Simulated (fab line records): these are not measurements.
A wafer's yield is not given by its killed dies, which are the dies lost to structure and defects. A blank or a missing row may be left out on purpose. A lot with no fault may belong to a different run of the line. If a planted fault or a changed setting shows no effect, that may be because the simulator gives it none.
Matching of chambers | flow berkeley_cmos170 | UCB170_V1_CMP_02 on cmp-01: 4 sister chambers
The step polishes SiO2. 4 wafers are shown with their chamber, then 7 later ones without.

## EACH WAFER AND ITS CHAMBER
wafer  | chamber | motor_current_A (A)
L891.3 | 3       | 16.0
L891.4 | 2       | 18.0
L897.2 | 0       | 20.4
L897.4 | 1       | 13.8

## WAFERS MISSING THEIR CHAMBER
wafer  | motor_current_A (A)
L897.6 | 19.8
L900.1 | 18.7
L900.2 | 20.4
L900.3 | 15.0
L901.4 | 18.9
L901.5 | 19.3
L901.6 | 15.1

## EACH ONE'S CHAMBER
wafer  | from the rows above     | in truth
L897.6 | can't be placed: 0 or 2 | 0
L900.1 | can't be placed: 2 or 0 | 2
L900.2 | 0                       | 0
L900.3 | can't be placed: 3 or 1 | 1
L901.4 | can't be placed: 2 or 0 | 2
L901.5 | can't be placed: 0 or 2 | 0
L901.6 | can't be placed: 3 or 1 | 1
Placed correctly: 1 of 7. Cannot be placed on the basis of these rows: 6; the candidates contain the true chamber in 6. Placed wrongly: 0.
How it was worked out, from the rows above alone: a wafer's distance from a chamber is the root of the sum, over the readings, of the square of ((its reading less the chamber's mean) divided by the reading's scatter). If the next closest chamber is less than 2 further off than the closest, the wafer can't be placed; otherwise it belongs to the closest. A chamber's mean is the mean of its shown wafers. The scatter (one wafer shown for each chamber): square how far every hidden wafer sits from the nearest shown wafer, average those squares and take the square root.
